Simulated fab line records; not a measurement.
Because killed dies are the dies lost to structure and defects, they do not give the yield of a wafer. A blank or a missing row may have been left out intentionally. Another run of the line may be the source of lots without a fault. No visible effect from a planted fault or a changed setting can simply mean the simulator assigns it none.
The tool behind it: which one? / flow rit-cmos / 14 lots, 42 wafers sampled, at 3 steps of a route of 202

WHAT THE GAUGES READ, wafer by wafer
RIT_SILICIDE_RS_MEAS_02: uses a four-point probe to measure. Usual: SILICIDE_TI_RS typically reads 47.6 ohm/sq, with standard deviation 0.63.
lot=L715; measured=day 3 06:47; on=film-metro-03; SILICIDE_TI_RS (ohm/sq)=47.1 47.3 47.0; flag=
lot=L716; measured=day 3 09:00; on=film-metro-02; SILICIDE_TI_RS (ohm/sq)=47.3 46.7 48.2; flag=
lot=L717; measured=day 3 13:59; on=film-metro-03; SILICIDE_TI_RS (ohm/sq)=47.9 47.8 48.5; flag=
lot=L719; measured=day 3 23:10; on=film-metro-02; SILICIDE_TI_RS (ohm/sq)=48.1 48.4 48.0; flag=
lot=L720; measured=day 4 02:52; on=film-metro-03; SILICIDE_TI_RS (ohm/sq)=47.7 47.4 47.7; flag=
lot=L721; measured=day 4 11:00; on=film-metro-03; SILICIDE_TI_RS (ohm/sq)=48.8 48.7 48.2; flag=
lot=L722; measured=day 4 17:49; on=film-metro-03; SILICIDE_TI_RS (ohm/sq)=48.1 47.6 47.3; flag=
lot=L723; measured=day 4 20:11; on=film-metro-03; SILICIDE_TI_RS (ohm/sq)=47.7 46.8 47.6; flag=
lot=L724; measured=day 4 23:33; on=film-metro-04; SILICIDE_TI_RS (ohm/sq)=47.3 47.0 47.3; flag=
lot=L726; measured=day 5 15:32; on=film-metro-03; SILICIDE_TI_RS (ohm/sq)=46.4 46.9 46.3; flag=
lot=L727; measured=day 5 18:35; on=film-metro-03; SILICIDE_TI_RS (ohm/sq)=46.7 46.3 47.2; flag=
lot=L735; measured=day 8 04:02; on=film-metro-02; SILICIDE_TI_RS (ohm/sq)=63.0 62.0 62.6; flag=OFF
lot=L736; measured=day 8 14:35; on=film-metro-03; SILICIDE_TI_RS (ohm/sq)=62.2 61.1 61.4; flag=OFF
lot=L737; measured=day 8 16:28; on=film-metro-02; SILICIDE_TI_RS (ohm/sq)=48.2 47.9 47.2; flag=

RIT_SILICIDE_THK_MEAS_03: measures by xrf. Usual: SILICIDE_TI_THK typically reads 30.0 nm, with standard deviation 0.32.
lot=L715; measured=day 3 06:53; on=film-metro-03; SILICIDE_TI_THK (nm)=30.4 30.3 30.3; flag=
lot=L716; measured=day 3 09:07; on=film-metro-02; SILICIDE_TI_THK (nm)=30.0 30.3 29.9; flag=
lot=L717; measured=day 3 14:05; on=film-metro-03; SILICIDE_TI_THK (nm)=30.0 30.0 29.6; flag=
lot=L719; measured=day 3 23:17; on=film-metro-02; SILICIDE_TI_THK (nm)=29.8 29.6 29.8; flag=
lot=L720; measured=day 4 02:58; on=film-metro-03; SILICIDE_TI_THK (nm)=29.9 30.2 30.0; flag=
lot=L721; measured=day 4 11:06; on=film-metro-03; SILICIDE_TI_THK (nm)=29.4 29.5 29.8; flag=
lot=L722; measured=day 4 17:56; on=film-metro-03; SILICIDE_TI_THK (nm)=29.9 29.9 30.2; flag=
lot=L723; measured=day 4 20:19; on=film-metro-03; SILICIDE_TI_THK (nm)=29.9 30.4 30.0; flag=
lot=L724; measured=day 4 23:39; on=film-metro-04; SILICIDE_TI_THK (nm)=30.2 30.3 30.1; flag=
lot=L726; measured=day 5 15:38; on=film-metro-03; SILICIDE_TI_THK (nm)=30.6 30.3 30.6; flag=
lot=L727; measured=day 5 18:41; on=film-metro-03; SILICIDE_TI_THK (nm)=30.5 30.6 30.2; flag=
lot=L735; measured=day 8 04:09; on=film-metro-02; SILICIDE_TI_THK (nm)=23.9 24.3 24.1; flag=OFF
lot=L736; measured=day 8 14:42; on=film-metro-03; SILICIDE_TI_THK (nm)=24.2 24.5 24.5; flag=OFF
lot=L737; measured=day 8 16:35; on=film-metro-02; SILICIDE_TI_THK (nm)=29.6 29.8 30.2; flag=

TOOL THAT RAN EACH LOT (tool first, then ch and the chambers of the sampled wafers, then the start)
lot=L715; RIT_SILICIDE_SPUTTER_01=pvd-sputter-03, day 3 06:35
lot=L716; RIT_SILICIDE_SPUTTER_01=pvd-sputter-02, day 3 08:50
lot=L717; RIT_SILICIDE_SPUTTER_01=pvd-sputter-03, day 3 13:48
lot=L719; RIT_SILICIDE_SPUTTER_01=pvd-sputter-03, day 3 23:01
lot=L720; RIT_SILICIDE_SPUTTER_01=pvd-sputter-01, day 4 02:40
lot=L721; RIT_SILICIDE_SPUTTER_01=pvd-sputter-03, day 4 10:49
lot=L722; RIT_SILICIDE_SPUTTER_01=pvd-sputter-01, day 4 17:39
lot=L723; RIT_SILICIDE_SPUTTER_01=pvd-sputter-02, day 4 20:02
lot=L724; RIT_SILICIDE_SPUTTER_01=pvd-sputter-02, day 4 23:22
lot=L726; RIT_SILICIDE_SPUTTER_01=pvd-sputter-02, day 5 15:22
lot=L727; RIT_SILICIDE_SPUTTER_01=pvd-sputter-03, day 5 18:24
lot=L735; RIT_SILICIDE_SPUTTER_01=pvd-sputter-03, day 8 03:52
lot=L736; RIT_SILICIDE_SPUTTER_01=pvd-sputter-03, day 8 14:26
lot=L737; RIT_SILICIDE_SPUTTER_01=pvd-sputter-01, day 8 16:19
- RIT_SILICIDE_SPUTTER_01: material Ti, target thk 30 nm, time 240 s.

AS READ BY THE TOOLS THEMSELVES (means over the sampled wafers that have a number; for cases with no such wafer, the mark the record gives instead)
RIT_SILICIDE_SPUTTER_01. Usual: cathode-dc-power-W 350.00 W, standard deviation 0.065; throttle-valve-pct 30.4 %, standard deviation 1.7.
lot=L715; tool=pvd-sputter-03; cathode-dc-power-W (W)=349.97; throttle-valve-pct (%)=32.6; flag=
lot=L716; tool=pvd-sputter-02; cathode-dc-power-W (W)=349.98; throttle-valve-pct (%)=28.9; flag=
lot=L717; tool=pvd-sputter-03; cathode-dc-power-W (W)=350.00; throttle-valve-pct (%)=30.8; flag=
lot=L719; tool=pvd-sputter-03; cathode-dc-power-W (W)=350.00; throttle-valve-pct (%)=31.3; flag=
lot=L720; tool=pvd-sputter-01; cathode-dc-power-W (W)=350.01; throttle-valve-pct (%)=28.0; flag=
lot=L721; tool=pvd-sputter-03; cathode-dc-power-W (W)=350.00; throttle-valve-pct (%)=30.9; flag=
lot=L722; tool=pvd-sputter-01; cathode-dc-power-W (W)=350.05; throttle-valve-pct (%)=31.3; flag=
lot=L723; tool=pvd-sputter-02; cathode-dc-power-W (W)=350.03; throttle-valve-pct (%)=29.3; flag=
lot=L724; tool=pvd-sputter-02; cathode-dc-power-W (W)=350.06; throttle-valve-pct (%)=29.7; flag=
lot=L726; tool=pvd-sputter-02; cathode-dc-power-W (W)=349.97; throttle-valve-pct (%)=29.5; flag=
lot=L727; tool=pvd-sputter-03; cathode-dc-power-W (W)=350.00; throttle-valve-pct (%)=30.9; flag=
lot=L735; tool=pvd-sputter-03; cathode-dc-power-W (W)=285.92; throttle-valve-pct (%)=31.2; flag=OFF
lot=L736; tool=pvd-sputter-03; cathode-dc-power-W (W)=285.94; throttle-valve-pct (%)=31.5; flag=OFF
lot=L737; tool=pvd-sputter-01; cathode-dc-power-W (W)=349.97; throttle-valve-pct (%)=29.3; flag=

THE ANSWER, worked out from the rows above alone
Rule: lot off if the mean of its wafers having a number is beyond 3 standard deviations from the usual mean. Also off: a lot with no number at a reading for which 4 or more lots have one. Where the step has rows for the other lots, those lots are counted as sound. Order of review: gauges by route order, followed by the tools' own readings, for which a lot's mean as printed above is used. The first step at which some lot is off is used, and at that step the reading that is off furthest; a lot without a number counts as furthest.
Off: at RIT_SILICIDE_RS_MEAS_02 (SILICIDE_TI_RS), L735, L736.
A tool fits if, at a process step before that reading, it ran every lot that is off, and no sound lot after the first of them. Not tried: the gauges at RIT_SILICIDE_RS_MEAS_02; whatever is off there is also off at RIT_SILICIDE_SPUTTER_01, on other tools, and gauge error can't account for it. One fits: RIT_SILICIDE_SPUTTER_01 on pvd-sputter-03. A fault onset in the window from L727 (day 5 18:24, its last sound lot) to L735 (day 8 03:52, its first lot off) fits.
The tool's own readings at RIT_SILICIDE_SPUTTER_01 bear it out: on the lots that are off they differ by more than 5 times the standard deviation of the sound lots' means. cathode-dc-power-W reads 285.93 W there against 350.00 W on the sound lots.

WHAT WAS PUT IN BY THE SIMULATOR
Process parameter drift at RIT_SILICIDE_SPUTTER_01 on pvd-sputter-03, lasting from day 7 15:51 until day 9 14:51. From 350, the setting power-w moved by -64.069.
Lots struck among those shown: L735, L736. This agrees with what the rule above found.
